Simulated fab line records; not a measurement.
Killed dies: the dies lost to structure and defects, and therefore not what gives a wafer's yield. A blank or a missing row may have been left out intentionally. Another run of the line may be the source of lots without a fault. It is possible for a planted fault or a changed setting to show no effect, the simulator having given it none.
Comparing a struck lot with a sound one | flow ritCmos | 43 out of 202 route steps
Sound: these wafers, L179.2, L179.3, L179.6. Wafers L182.1, L182.5, L182.6 were the ones struck. At the end, the cause is stated.
Order at every step that has rows: each side's tool, ch and its chambers, its first start. Under that, the readings that differ: sound wafers | struck wafers | difference of the means | sigmas: that difference in standard deviations of wafers without a fault.
alike: words and numbers the same on both sides, and readings whose means are apart by under 2 such deviations; not compared: readings that were withheld, readings missing a value for some wafer, numbers with overlapping values and no deviation given by the record, and bounds like >300 which may hide the same value.
Wherever a step has rows on one side only, a row that says differs or no value, or a row with sigmas, the two part there. Numbers that don't overlap but have no deviation are shown without sigmas and don't part them. A reading that every wafer of one side lacks parts them only if that side has two wafers or more.

first, 3 steps without rows for these wafers: RIT_SDANNEAL_CLEAN_00 (cleans in SC1, time 600 s); RIT_SDANNEAL_CLEAN_01 (cleans in dHF, time 30 s); RIT_SDANNEAL_CLEAN_02 (cleans in SC2, time 600 s).
RIT_SDANNEAL_RTA_03: time 5 s.
  sound on rtpAnneal-02 ch 0, day 3 06:31; struck on rtpAnneal-01 ch 0, day 3 20:43
  alike: wafer_temp_C_max
RIT_SDANNEAL_RS_MEAS_04: uses a four-point probe to measure.
  struck on filmMetro-01, day 3 20:47; sound on filmMetro-01, day 3 06:35
  alike: PSD_RS
RIT_SDANNEAL_RS_MEAS_05: uses a four-point probe to measure.
  struck on filmMetro-01, day 3 20:54; sound on filmMetro-01, day 3 06:42
  alike: NSD_RS
RIT_SDANNEAL_RS_MEAS_06: uses a four-point probe to measure.
  struck on filmMetro-01, day 3 21:01; sound on filmMetro-01, day 3 06:49
  alike: PLDD_RS
RIT_SDANNEAL_RS_MEAS_07: uses a four-point probe to measure.
  struck on filmMetro-01, day 3 21:08; sound on filmMetro-01, day 3 06:56
  alike: NLDD_RS
then, 1 step without rows for these wafers: RIT_SILICIDE_WET_ETCH_00 (etches SiO2 in BOE, target depth 14 nm, time 14.28 s).
RIT_SILICIDE_SPUTTER_01: material Ti, target thk 30 nm, time 240 s.
  struck on pvdSputter-01, day 3 21:17; sound on pvdSputter-01, day 3 07:03
  alike: throttleValvePct
RIT_SILICIDE_RS_MEAS_02: uses a four-point probe to measure.
  struck on filmMetro-03, day 3 21:26; sound on filmMetro-04, day 3 07:13
  alike: SILICIDE_TI_RS
RIT_SILICIDE_THK_MEAS_03: measures by xrf.
  struck on filmMetro-03, day 3 21:33; sound on filmMetro-04, day 3 07:20
  alike: SILICIDE_TI_THK
RIT_SILICIDE_RTA_04: time 10 s, ramp up 5 s, ramp down 5 s.
  sound on rtpAnneal-01 ch 0, day 3 07:23; struck on rtpAnneal-02 ch 0, day 3 21:37
  alike: wafer_temp_C_max
then, 1 step without rows for these wafers: RIT_SILICIDE_WET_ETCH_05 (etches Ti in SPM, time 120 s).
RIT_SILICIDE_RTA_06: time 10 s, ramp up 5 s, ramp down 10 s.
  sound on rtpAnneal-02 ch 0, day 3 07:30; struck on rtpAnneal-01 ch 0, day 3 21:47
  alike: wafer_temp_C_max
then, 1 step without rows for these wafers: RIT_CONTACT_CVD_00 (deposits SiO2 from TEOS, target thk 400 nm, time 59.47 s).
RIT_CONTACT_THK_MEAS_01:
  struck on filmMetro-04, day 3 21:54; sound on filmMetro-01, day 3 07:37
  alike: CONTACT_TEOS_THK
then, 6 steps without rows for these wafers: RIT_CONTACT_HMDS_02 (prime time 60 s); RIT_CONTACT_COAT_03 (resist thk 1000 nm); RIT_CONTACT_SOFTBAKE_04 (time 60 s); RIT_CONTACT_EXPOSE_05 (exposes mask M11, target cd 1000 nm); RIT_CONTACT_PEB_06; RIT_CONTACT_DEVELOP_07 (develop time 120 s).
RIT_CONTACT_CD_MEAS_08: the cd target is 1000 nm.
  struck on cdSem-01, day 3 23:03; sound on cdSem-01, day 3 08:47
  alike: cdNm
RIT_CONTACT_OVL_MEAS_09:
  struck on overlay-02, day 3 23:10; sound on overlay-01, day 3 08:53
  alike: CONTACT_OVL
then, 1 step without rows for these wafers: RIT_CONTACT_HARDBAKE_10 (time 60 s).
RIT_CONTACT_ETCH_11: etches SiO2 in CHF3/CF4/Ar, stops on TiSi2, target depth 480 nm, time 320 s.
  sound on rieDiel-03 ch 2,3, day 3 09:08; struck on rieDiel-03 ch 0,1,2, day 3 23:22
  alike: drypumpMotorCurrentA, oesProductAu, throttleValvePct
  not compared: rfHoursCounterH
then, 1 step without rows for these wafers: RIT_CONTACT_STRIP_12 (strips in O2, time 180 s).
RIT_CONTACT_CD_MEAS_90: the cd target is 1000 nm.
  struck on cdSem-01, day 3 23:44; sound on cdSem-01, day 3 09:31
  alike: cdNm
then, 2 steps without rows for these wafers: RIT_CONTACT_CLEAN_13 (cleans in SC1, time 600 s); RIT_CONTACT_CLEAN_14 (cleans in SC2, time 600 s).
RIT_M1_SPUTTER_00: material Al, target thk 400 nm, time 500 s.
  struck on pvdSputter-03, day 4 00:13; sound on pvdSputter-04, day 3 09:59
  alike: throttleValvePct
RIT_M1_RS_MEAS_01: uses a four-point probe to measure.
  struck on filmMetro-02, day 4 00:31; sound on filmMetro-01, day 3 10:18
  alike: M1_AL_RS
RIT_M1_THK_MEAS_02: measures by xrf.
  struck on filmMetro-02, day 4 00:38; sound on filmMetro-01, day 3 10:25
  alike: M1_AL_THK
then, 6 steps without rows for these wafers: RIT_M1_HMDS_03 (prime time 60 s); RIT_M1_COAT_04 (resist thk 1300 nm); RIT_M1_SOFTBAKE_05 (time 60 s); RIT_M1_EXPOSE_06 (exposes mask M12, target cd 2600 nm); RIT_M1_PEB_07; RIT_M1_DEVELOP_08 (develop time 64.68 s).
RIT_M1_CD_MEAS_09: the cd target is 2600 nm.
  struck on cdSem-01, day 4 01:34; sound on cdSem-01, day 3 11:35
  alike: cdNm
RIT_M1_OVL_MEAS_10:
  struck on overlay-01, day 4 01:41; sound on overlay-01, day 3 11:41
  alike: M1_OVL
RIT_M1_PROBE_99:
  struck on prober-02, day 4 04:23; sound on prober-01, day 3 14:25
reading                                    | sound                  | struck                  | difference | sigmas
model.etest.npolyLine.rsOhmSqRimLessCentre | 0.3608 0.04693 0.4489  | -1.299 -1.688 -1.351    | -1.732     | 
model.etest.npolyLine.rsOhmSqRange         | 0.5202 0.4851 0.4837   | 1.448 1.739 1.546       | +1.081     | 
model.etest.npolyLine.rsOhmSq              | 17.03 16.61 16.72      | 15.93 16.15 16.12       | -0.72      | 
model.etest.ppolyLine.rsOhmSq              | 16.41 16.32 16.23      | 15.53 15.76 15.7        | -0.66      | 
model.etest.nplusSal.rsOhmSqRimLessCentre  | 0.03882 0.03538 0.0338 | -0.4811 -0.4555 -0.4156 | -0.4867    | 
model.etest.nplusSal.rsOhmSqRange          | 0.06085 0.07263 0.1035 | 0.4881 0.4692 0.4295    | +0.3833    | 
  alike: killedAtContacts, killedAtFrontEnd, killedDies, killedOpen, killedShort
  not compared: model.etest.contactPplus.endOhmUm, model.etest.contactNplus.endOhmUm

== WHERE THEY PART ==
Nowhere in this record.

WHY: the cause the simulator had injected
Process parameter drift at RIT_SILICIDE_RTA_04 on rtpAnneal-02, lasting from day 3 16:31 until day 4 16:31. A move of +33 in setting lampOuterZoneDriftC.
